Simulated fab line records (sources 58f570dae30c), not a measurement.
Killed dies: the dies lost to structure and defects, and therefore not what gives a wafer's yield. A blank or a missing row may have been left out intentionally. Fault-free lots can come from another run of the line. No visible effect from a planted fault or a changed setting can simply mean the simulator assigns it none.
Which tool is to blame? || flow berkeley-cmos170 || 12 lots with 35 wafers sampled at 4 steps, on a route of 331 steps

== WHAT THE GAUGES SHOWED, per wafer ==
UCB170_V1_BOW_MEAS_03.
{"lot": "L388", "measured": "day 8 08:56", "on": "film-metro-03", "V1_BOW (um)": "11 9 19"}
{"lot": "L389", "measured": "day 8 08:56", "on": "film-metro-04", "V1_BOW (um)": "21 6 23"}
{"lot": "L391", "measured": "day 9 06:13", "on": "film-metro-03", "V1_BOW (um)": "18 18 18"}
{"lot": "L390", "measured": "day 9 07:31", "on": "film-metro-04", "V1_BOW (um)": "12 14 19"}
{"lot": "L392", "measured": "day 9 08:56", "on": "film-metro-03", "V1_BOW (um)": "4 18 14"}
{"lot": "L395", "measured": "day 9 16:03", "on": "film-metro-02", "V1_BOW (um)": "18 23 16"}
{"lot": "L404", "measured": "day 12 10:18", "on": "film-metro-04", "V1_BOW (um)": "35 23 23"}
{"lot": "L402", "measured": "day 12 11:40", "on": "film-metro-02", "V1_BOW (um)": "23 22"}
{"lot": "L409", "measured": "day 13 20:47", "on": "film-metro-03", "V1_BOW (um)": "27 18 15"}
{"lot": "L407", "measured": "day 14 04:53", "on": "film-metro-04", "V1_BOW (um)": "12 18 3"}
{"lot": "L406", "measured": "day 14 05:11", "on": "film-metro-03", "V1_BOW (um)": "23 20 20"}
{"lot": "L408", "measured": "day 14 06:13", "on": "film-metro-04", "V1_BOW (um)": "23 16 23"}

UCB170_V1_CD_MEAS_12 targets a cd of 700 nm.
{"lot": "L388", "measured": "day 8 11:38", "on": "cd-sem-02", "cd-nm (nm)": "697.6 697.1 697.9"}
{"lot": "L389", "measured": "day 8 11:31", "on": "cd-sem-01", "cd-nm (nm)": "699.6 698.9 698.8"}
{"lot": "L391", "measured": "day 9 08:35", "on": "cd-sem-02", "cd-nm (nm)": "699.4 698.8 697.9"}
{"lot": "L390", "measured": "day 9 09:03", "on": "cd-sem-02", "cd-nm (nm)": "701.9 702.7 702.0"}
{"lot": "L392", "measured": "day 9 11:13", "on": "cd-sem-01", "cd-nm (nm)": "697.0 699.4 698.2"}
{"lot": "L395", "measured": "day 9 17:38", "on": "cd-sem-02", "cd-nm (nm)": "701.3 701.8 700.6"}
{"lot": "L404", "measured": "day 12 11:52", "on": "cd-sem-02", "cd-nm (nm)": "699.0 699.1 699.7"}
{"lot": "L402", "measured": "day 12 12:59", "on": "cd-sem-02", "cd-nm (nm)": "705.8 704.2 705.6 704.2"}
{"lot": "L409", "measured": "day 13 22:25", "on": "cd-sem-02", "cd-nm (nm)": "699.6 699.1 699.4"}
{"lot": "L407", "measured": "day 14 07:38", "on": "cd-sem-02", "cd-nm (nm)": "698.2 699.2 698.5"}
{"lot": "L406", "measured": "day 14 09:13", "on": "cd-sem-02", "cd-nm (nm)": "699.3 699.3 700.7"}
{"lot": "L408", "measured": "day 14 09:15", "on": "cd-sem-01", "cd-nm (nm)": "699.4 700.7 700.6"}

UCB170_M3_OVL_MEAS_16.
{"lot": "L388", "measured": "day 8 20:31", "on": "overlay-01", "M3_OVL (nm)": "-10 -7 -6"}
{"lot": "L389", "measured": "day 8 20:25", "on": "overlay-02", "M3_OVL (nm)": "-6 -14 -5"}
{"lot": "L391", "measured": "day 9 17:04", "on": "overlay-02", "M3_OVL (nm)": "3 1 4"}
{"lot": "L390", "measured": "day 9 17:13", "on": "overlay-02", "M3_OVL (nm)": "-5 -3 5"}
{"lot": "L392", "measured": "day 9 19:11", "on": "overlay-02", "M3_OVL (nm)": "1 4 -2"}
{"lot": "L395", "measured": "day 10 01:56", "on": "overlay-01", "M3_OVL (nm)": "1 5 4"}
{"lot": "L404", "measured": "day 12 19:46", "on": "overlay-01", "M3_OVL (nm)": "3 2 0"}
{"lot": "L402", "measured": "day 13 02:17", "on": "overlay-01", "M3_OVL (nm)": "0 -2"}
{"lot": "L409", "measured": "day 14 08:00", "on": "overlay-01", "M3_OVL (nm)": "-10 0 -7"}
{"lot": "L407", "measured": "day 14 18:38", "on": "overlay-01", "M3_OVL (nm)": "-3 -5 -3"}
{"lot": "L406", "measured": "day 14 19:08", "on": "overlay-01", "M3_OVL (nm)": "4 1 7"}
{"lot": "L408", "measured": "day 14 19:49", "on": "overlay-01", "M3_OVL (nm)": "-4 -6 -14"}

== WHICH TOOL RAN EACH LOT (tool, then ch and the chambers of the sampled wafers, then the start) ==
{"lot": "L388", "UCB170_V1_EXPOSE_09": "krf-scanner-02 ch 0, day 8 11:13"}
{"lot": "L389", "UCB170_V1_EXPOSE_09": "krf-scanner-02 ch 0, day 8 11:05"}
{"lot": "L391", "UCB170_V1_EXPOSE_09": "krf-scanner-02 ch 0, day 9 08:11"}
{"lot": "L390", "UCB170_V1_EXPOSE_09": "krf-scanner-01 ch 0, day 9 08:39"}
{"lot": "L392", "UCB170_V1_EXPOSE_09": "krf-scanner-01 ch 0, day 9 10:50"}
{"lot": "L395", "UCB170_V1_EXPOSE_09": "krf-scanner-02 ch 0, day 9 17:14"}
{"lot": "L404", "UCB170_V1_EXPOSE_09": "krf-scanner-01 ch 0, day 12 11:29"}
{"lot": "L402", "UCB170_V1_EXPOSE_09": "krf-scanner-02 ch 0, day 12 12:36"}
{"lot": "L409", "UCB170_V1_EXPOSE_09": "krf-scanner-01 ch 0, day 13 21:59"}
{"lot": "L407", "UCB170_V1_EXPOSE_09": "krf-scanner-01 ch 0, day 14 06:45"}
{"lot": "L406", "UCB170_V1_EXPOSE_09": "krf-scanner-01 ch 0, day 14 07:53"}
{"lot": "L408", "UCB170_V1_EXPOSE_09": "krf-scanner-01 ch 0, day 14 08:00"}
- UCB170_V1_EXPOSE_09: exposes mask VIA1, target cd 700 nm.

== AS READ BY THE TOOLS THEMSELVES (means over the sampled wafers that have a number; for cases with no such wafer, the mark the record gives instead) ==
UCB170_V1_EXPOSE_09.
{"lot": "L388", "tool": "krf-scanner-02", "exposure-dose-mJ-cm2": 37.04}
{"lot": "L389", "tool": "krf-scanner-02", "exposure-dose-mJ-cm2": 36.96}
{"lot": "L391", "tool": "krf-scanner-02", "exposure-dose-mJ-cm2": 37.00}
{"lot": "L390", "tool": "krf-scanner-01", "exposure-dose-mJ-cm2": 37.02}
{"lot": "L392", "tool": "krf-scanner-01", "exposure-dose-mJ-cm2": 36.99}
{"lot": "L395", "tool": "krf-scanner-02", "exposure-dose-mJ-cm2": 37.00}
{"lot": "L404", "tool": "krf-scanner-01", "exposure-dose-mJ-cm2": 36.99}
{"lot": "L402", "tool": "krf-scanner-02", "exposure-dose-mJ-cm2": 36.20}
{"lot": "L409", "tool": "krf-scanner-01", "exposure-dose-mJ-cm2": 36.96}
{"lot": "L407", "tool": "krf-scanner-01", "exposure-dose-mJ-cm2": 37.01}
{"lot": "L406", "tool": "krf-scanner-01", "exposure-dose-mJ-cm2": 36.99}
{"lot": "L408", "tool": "krf-scanner-01", "exposure-dose-mJ-cm2": 36.98}

== THE ANSWER, worked out from the rows above alone ==
Rule: the lots themselves supply what counts as usual. Put in order of their means at a reading, lots are off if they are a third of the lots or fewer, leave a main group of 4 or more, and stand apart from it by a gap of 3 or more times the standard deviation of the main group's means; of several such gaps the widest counts. Not used: any main group whose means are identical at the precision the tables above print for the reading. Also off: a lot with no number at a reading for which 4 or more lots have one. The other lots that the step has rows for count as sound. The gauges are gone through in route order, then the tools' own readings, and for those a lot's mean is taken as printed above. The first step at which some lot is off is used, and at that step the reading that is off furthest; a lot without a number counts as furthest.
Off: L402, at UCB170_V1_EXPOSE_09 (exposure-dose-mJ-cm2). Main group: mean 36.99, sd 0.023.
A tool fits if, at that step or a process step before it, it ran every lot that is off, and no sound lot after the first of them. One candidate fits, namely krf-scanner-02 at UCB170_V1_EXPOSE_09. Its last sound lot is L395 (day 9 17:14), its first lot that is off L402 (day 12 12:36): a fault that began between those two fits.
On the lots that are off, the tool's own readings at UCB170_V1_EXPOSE_09 differ by more than 5 times the standard deviation of the sound lots' means, which bears it out; exposure-dose-mJ-cm2 reads 36.20 there versus 36.99 on the sound lots.

== WHAT WAS PUT IN BY THE SIMULATOR ==
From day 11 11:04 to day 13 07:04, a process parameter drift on krf-scanner-02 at UCB170_V1_EXPOSE_09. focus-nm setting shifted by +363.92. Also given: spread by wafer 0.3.
Shown lots that were struck: L402. The rule above found the same.
